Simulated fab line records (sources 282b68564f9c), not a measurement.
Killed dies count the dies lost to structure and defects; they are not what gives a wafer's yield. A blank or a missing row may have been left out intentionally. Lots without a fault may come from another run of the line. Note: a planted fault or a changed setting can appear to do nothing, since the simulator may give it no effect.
What tool caused it? | flow rit_cmos | Sampling: 13 lots, 39 wafers, 7 of 202 route steps

WHAT THE GAUGES READ, wafer by wafer
RIT_NWELL_TW_MEAS_10. Usual: NWELL_TW 2156, standard deviation 14.
lot  | measured    | on            | NWELL_TW       | flag
L628 | day 2 04:04 | film_metro-03 | 2139 2134 2132 |
L630 | day 2 17:08 | film_metro-01 | 2167 2162 2166 |
L631 | day 2 20:29 | film_metro-01 | 2159 2162 2159 |
L635 | day 3 17:56 | film_metro-04 | 2157 2147 2163 |
L639 | day 4 11:28 | film_metro-01 | 2169 2164 2165 |
L640 | day 4 15:47 | film_metro-03 | 2129 2131 2129 |
L641 | day 5 01:06 | film_metro-01 | 2153 2158 2153 |
L642 | day 5 03:56 | film_metro-01 | 2156 2160 2161 |
L644 | day 5 10:47 | film_metro-01 | 2156 2146 2153 |
L646 | day 5 21:43 | film_metro-01 | 2156 2141 2153 |
L647 | day 6 02:26 | film_metro-01 | 2164 2173 2172 |
L648 | day 6 08:22 | film_metro-01 | 2167 2162 2169 |
L650 | day 6 16:47 | film_metro-04 | 2170 2159 2162 |

RIT_PRETRO_OVL_MEAS_06. Usual: PRETRO_OVL 1.3 nm, standard deviation 1.5.
lot  | measured    | on         | PRETRO_OVL (nm) | flag
L628 | day 2 14:11 | overlay-02 | 0.7 0.9 2.0     |
L630 | day 3 03:21 | overlay-02 | 0.3 1.5 0.1     |
L631 | day 3 09:23 | overlay-02 | 1.9 0.4 1.0     |
L635 | day 4 04:41 | overlay-02 | -2.1 0.6 1.7    |
L639 | day 4 21:20 | overlay-01 | 2.3 0.4 2.9     |
L640 | day 5 01:44 | overlay-02 | -0.2 -2.1 0.7   |
L641 | day 5 10:37 | overlay-01 | 1.5 3.0 2.6     |
L642 | day 5 14:37 | overlay-01 | 2.6 3.2 1.7     |
L644 | day 5 21:28 | overlay-02 | 2.3 3.8 3.4     |
L646 | day 6 08:48 | overlay-01 | 2.7 0.8 0.1     |
L647 | day 6 12:01 | overlay-01 | 2.8 1.6 1.5     |
L648 | day 6 17:57 | overlay-01 | 2.7 2.3 1.1     |
L650 | day 7 02:08 | overlay-01 | 2.8 0.4 2.3     |

RIT_NLDD_OVL_MEAS_06. Usual: NLDD_OVL 0.5 nm, standard deviation 1.4.
lot  | measured    | on         | NLDD_OVL (nm)  | flag
L628 | day 3 04:07 | overlay-02 | 2.0 -0.6 0.5   |
L630 | day 3 18:53 | overlay-01 | - - -          | OFF
L631 | day 3 23:21 | overlay-01 | 0.4 0.0 -1.2   |
L635 | day 4 18:44 | overlay-01 | 0.5 -0.5 -2.3  |
L639 | day 5 11:16 | overlay-02 | 0.4 -1.1 0.2   |
L640 | day 5 15:17 | overlay-01 | 2.2 0.7 3.0    |
L641 | day 5 23:17 | overlay-02 | 2.4 0.6 1.7    |
L642 | day 6 01:50 | overlay-01 | 1.0 0.5 0.6    |
L644 | day 6 11:47 | overlay-02 | 1.5 0.3 1.5    |
L646 | day 6 18:53 | overlay-02 | 0.0 1.1 2.3    |
L647 | day 7 02:04 | overlay-01 | 4.0 0.5 1.8    |
L648 | day 7 06:47 | overlay-01 | -2.2 -1.0 -1.3 |
L650 | day 7 14:22 | overlay-02 | 0.8 0.7 0.6    |

RIT_NLDD_TW_MEAS_10. Usual: NLDD_TW 2491, standard deviation 28.
lot  | measured    | on            | NLDD_TW        | flag
L628 | day 3 04:38 | film_metro-03 | 2469 2476 2461 |
L630 | day 3 19:24 | film_metro-02 | 30 30 30       | OFF
L631 | day 3 23:52 | film_metro-04 | 2510 2509 2504 |
L635 | day 4 19:16 | film_metro-04 | 2523 2528 2521 |
L639 | day 5 11:46 | film_metro-03 | 2470 2462 2475 |
L640 | day 5 15:49 | film_metro-03 | 2473 2473 2461 |
L641 | day 5 23:47 | film_metro-03 | 2469 2468 2479 |
L642 | day 6 02:21 | film_metro-02 | 2466 2465 2459 |
L644 | day 6 12:29 | film_metro-04 | 2520 2526 2520 |
L646 | day 6 19:25 | film_metro-04 | 2502 2521 2515 |
L647 | day 7 02:37 | film_metro-04 | 2535 2523 2534 |
L648 | day 7 07:17 | film_metro-03 | 2492 2472 2486 |
L650 | day 7 14:53 | film_metro-03 | 2484 2484 2481 |

RIT_PLDD_TW_MEAS_10. Usual: PLDD_TW 2346, standard deviation 28.
lot  | measured    | on            | PLDD_TW        | flag
L628 | day 3 06:04 | film_metro-04 | 2357 2360 2348 |
L630 | day 3 20:49 | film_metro-02 | 2852 2832 2845 | OFF
L631 | day 4 01:25 | film_metro-04 | 2376 2366 2371 |
L635 | day 4 20:41 | film_metro-04 | 2381 2386 2371 |
L639 | day 5 13:19 | film_metro-03 | 2322 2335 2323 |
L640 | day 5 17:22 | film_metro-03 | 2344 2323 2331 |
L641 | day 6 01:20 | film_metro-04 | 2368 2387 2375 |
L642 | day 6 03:54 | film_metro-03 | 2333 2329 2329 |
L644 | day 6 13:54 | film_metro-02 | 2320 2318 2317 |
L646 | day 6 20:50 | film_metro-04 | 2386 2377 2378 |
L647 | day 7 04:10 | film_metro-02 | 2308 2321 2328 |
L648 | day 7 09:04 | film_metro-03 | 2337 2344 2343 |
L650 | day 7 16:26 | film_metro-02 | 2309 2310 2319 |

WHAT TOOL EACH LOT RAN ON (gives the tool, then ch and the chambers of the sampled wafers, and finally the start)
lot  | RIT_ACTIVE_STRIP_14                 | RIT_NLDD_EXPOSE_03
L628 | plasma_asher-04 ch 0,1, day 1 19:58 | iline_stepper-01 ch 0, day 3 03:43
L630 | plasma_asher-01 ch 0,1, day 2 06:17 | iline_stepper-01 ch 0, day 3 18:31
L631 | plasma_asher-02 ch 0,1, day 2 13:12 | iline_stepper-01 ch 0, day 3 22:57
L635 | plasma_asher-04 ch 0,1, day 3 09:30 | iline_stepper-01 ch 0, day 4 18:22
L639 | plasma_asher-01 ch 0,1, day 4 04:28 | iline_stepper-01 ch 0, day 5 10:52
L640 | plasma_asher-02 ch 0,1, day 4 08:23 | iline_stepper-01 ch 0, day 5 14:56
L641 | plasma_asher-01 ch 0,1, day 4 14:50 | iline_stepper-01 ch 0, day 5 22:53
L642 | plasma_asher-04 ch 0,1, day 4 19:34 | iline_stepper-01 ch 0, day 6 01:27
L644 | plasma_asher-02 ch 0,1, day 5 04:04 | iline_stepper-01 ch 0, day 6 11:22
L646 | plasma_asher-01 ch 0,1, day 5 15:11 | iline_stepper-01 ch 0, day 6 18:31
L647 | plasma_asher-01 ch 0,1, day 5 19:20 | iline_stepper-01 ch 0, day 7 01:41
L648 | plasma_asher-04 ch 0,1, day 6 00:41 | iline_stepper-02 ch 0, day 7 06:23
L650 | plasma_asher-01 ch 0, day 6 10:51   | iline_stepper-02 ch 0, day 7 13:56
- RIT_ACTIVE_STRIP_14: strips in O2, time 180 s.
- RIT_NLDD_EXPOSE_03: exposes mask M7, target cd 40700 nm.

WHAT THE TOOLS THEMSELVES READ (means of the sampled wafers that have a number; where no wafer has one, the mark that the record gives instead)
RIT_ACTIVE_STRIP_14. Usual: drypump_motor_current_A at 5.90 A, with a standard deviation of 0.19.
lot  | tool            | drypump_motor_current_A (A) | flag
L628 | plasma_asher-04 | 6.20                        |
L630 | plasma_asher-01 | 5.81                        |
L631 | plasma_asher-02 | 5.73                        |
L635 | plasma_asher-04 | 6.18                        |
L639 | plasma_asher-01 | 5.78                        |
L640 | plasma_asher-02 | 5.79                        |
L641 | plasma_asher-01 | 5.78                        |
L642 | plasma_asher-04 | 6.21                        |
L644 | plasma_asher-02 | 5.81                        |
L646 | plasma_asher-01 | 5.77                        |
L647 | plasma_asher-01 | 5.78                        |
L648 | plasma_asher-04 | 6.19                        |
L650 | plasma_asher-01 | 5.83                        |

THE ANSWER, worked out from the rows above alone
Rule: take the mean of a lot's wafers that have a number; if it is more than 3 standard deviations from the usual mean, the lot is off. Also off: a lot with no number at a reading for which 4 or more lots have one. All remaining lots with rows at the step are treated as sound. First the gauges in route order, then the tools' own readings, where a lot's mean is used as printed above. The first step at which some lot is off is used, and at that step the reading that is off furthest; a lot without a number counts as furthest.
Off: L630, seen at RIT_NLDD_OVL_MEAS_06 (NLDD_OVL). Without a number there: L630.
A tool fits if, at a process step before that reading, it ran every lot that is off, and no sound lot after the first of them. Not tried: the gauges at RIT_NLDD_OVL_MEAS_06; whatever is off there is also off at RIT_NLDD_TW_MEAS_10, on other tools, and gauge error can't account for it. None of those tried fits.

WHAT THE SIMULATOR HAD PUT IN
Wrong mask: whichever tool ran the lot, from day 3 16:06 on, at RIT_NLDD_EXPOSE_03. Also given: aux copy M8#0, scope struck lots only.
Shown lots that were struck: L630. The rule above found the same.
